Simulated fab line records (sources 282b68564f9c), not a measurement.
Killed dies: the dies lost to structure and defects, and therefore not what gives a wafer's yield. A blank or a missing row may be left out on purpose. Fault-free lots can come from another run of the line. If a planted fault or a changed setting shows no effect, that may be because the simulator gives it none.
Split-lot study | flow rit cmos | route with 202 steps; 5 lots, 23 wafers read

== ABOUT THE SPLIT ==
At RIT_PRETRO_COAT_01 (resist thk 1300 nm), the setting resist thk nm was moved away from the recipe's 1300 nm on 8 of the 23 wafers read, by +4.1% to +5.8%. This setting was run at the recipe's value on the other wafers.

== FROM THE SPLIT TO THE READING: what the file shows between them, 3 steps ==
- RIT_PRETRO_SOFTBAKE_02: time 60 s
- RIT_PRETRO_EXPOSE_03: exposes mask M5, target cd 43700 nm
- RIT_PRETRO_DEVELOP_05: develop time 68 s

== THE READING ==
NOVOLAK_of_PRETRO_COAT_01.thk nm (the simulator's own value, which no gauge read), in nm, at RIT_PRETRO_HARDBAKE_07 (time 120 s). The file does not state a usual value for it. Here, 15 wafers ran the recipe; their average is 1138 nm with a standard deviation of 1.7 nm.

wafer  | tool, chamber at the split | resist thk nm as run, nm | against the recipe | NOVOLAK_of_PRETRO_COAT_01.thk nm, nm | against lot-mates on the recipe
L076.1 | litho track-04, 0          | 1300                     | recipe             | 1139                                 | -
L076.3 | litho track-04, 0          | 1300                     | recipe             | 1136                                 | -
L076.4 | litho track-04, 0          | 1300                     | recipe             | 1138                                 | -
L077.2 | litho track-02, 0          | 1300                     | recipe             | 1136                                 | -
L077.3 | litho track-02, 0          | 1300                     | recipe             | 1139                                 | -
L077.4 | litho track-02, 0          | 1300                     | recipe             | 1138                                 | -
L077.5 | litho track-02, 0          | 1300                     | recipe             | 1138                                 | -
L077.6 | litho track-02, 0          | 1300                     | recipe             | 1138                                 | -
L078.2 | litho track-02, 0          | 1300                     | recipe             | 1133                                 | -
L078.3 | litho track-02, 0          | 1300                     | recipe             | 1137                                 | -
L078.4 | litho track-02, 0          | 1353                     | +4.1%              | 1182                                 | +47
L078.5 | litho track-02, 0          | 1353                     | +4.1%              | 1178                                 | +43
L078.6 | litho track-02, 0          | 1353                     | +4.1%              | 1183                                 | +48
L079.1 | litho track-03, 0          | 1376                     | +5.8%              | 1206                                 | +68
L079.3 | litho track-03, 0          | 1300                     | recipe             | 1137                                 | -
L079.4 | litho track-03, 0          | 1376                     | +5.8%              | 1204                                 | +66
L079.5 | litho track-03, 0          | 1300                     | recipe             | 1138                                 | -
L079.6 | litho track-03, 0          | 1300                     | recipe             | 1139                                 | -
L082.1 | litho track-04, 0          | 1300                     | recipe             | 1140                                 | -
L082.6 | litho track-04, 0          | 1300                     | recipe             | 1140                                 | -
L082.3 | litho track-04, 0          | 1365                     | +5.0%              | 1195                                 | +55
L082.4 | litho track-04, 0          | 1365                     | +5.0%              | 1195                                 | +55
L082.5 | litho track-04, 0          | 1365                     | +5.0%              | 1191                                 | +51

THE FIT
A straight line over all 23 wafers: NOVOLAK_of_PRETRO_COAT_01.thk nm changes by +11.2 nm for each +1% of resist thk nm; r = +1.00; the points scatter about the line by 2.1 nm.
The same after taking each lot's own level away (the mean of its wafers on the recipe; 23 wafers): +11.1 nm for each +1%; r = +1.00; scatter 1.8 nm.
That fit puts the effect of the largest move of resist thk nm on the reading at 65 nm.
From 1135.0 to 1140.0 nm: that is the span of the lots' own levels, equal to 2.9 times the standard deviation above.
Consequently the slope shifts little with the lot-to-lot level, the two slopes agreeing.
Check: with one of the wafers moved furthest among these (+5.8%) left out of the fit, the line predicts +64.5 nm for it against its lot-mates. Against them it came out at +68 nm.

== OTHER SPLITS ON THESE WAFERS ==
Note: prior to the reading, these wafers also went through further splits. Each is held against what the fit with the lots' levels taken away leaves over:
other split on the same wafers   | wafers away from the commonest value | r with NOVOLAK_of_PRETRO_COAT_01.thk nm (lot level and that fit taken away)
RIT_ACTIVE_OXIDATION_01 temp c   | 15                                   | +0.32
RIT_ACTIVE_COAT_06 spin rpm      | 2                                    | -0.07
RIT_FOX1_OXIDATION_00 ox time s  | 15                                   | -0.16
RIT_NWELL_IMPLANT_08 dose cm2    | 8                                    | -0.38
RIT_PWELL_SOFTBAKE_02 temp c     | 7                                    | +0.01
RIT_PWELL_STRIP_09 o2 flow sccm  | 6                                    | -0.34
RIT_NRETRO_COAT_01 resist thk nm | 8                                    | -0.30

== THE WHOLE CHAIN: every reading that the file lists as answering this split, in the file's order ==
step                   | what it does       | reading                                                                           | change (the file's fit)              | r (the file's)
RIT_PRETRO_COAT_01     | resist thk 1300 nm | NOVOLAK_of_PRETRO_COAT_01.thk nm (the simulator's own value, which no gauge read) | +13 nm for each +1% of the setting   | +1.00
RIT_PRETRO_HARDBAKE_07 | time 120 s         | NOVOLAK_of_PRETRO_COAT_01.thk nm (the simulator's own value, which no gauge read) | +11.2 nm for each +1% of the setting | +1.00

== FILE'S OWN FIT ==
NOVOLAK_of_PRETRO_COAT_01.thk nm changes by +11.2 nm for each +1% of resist thk nm, r = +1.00.
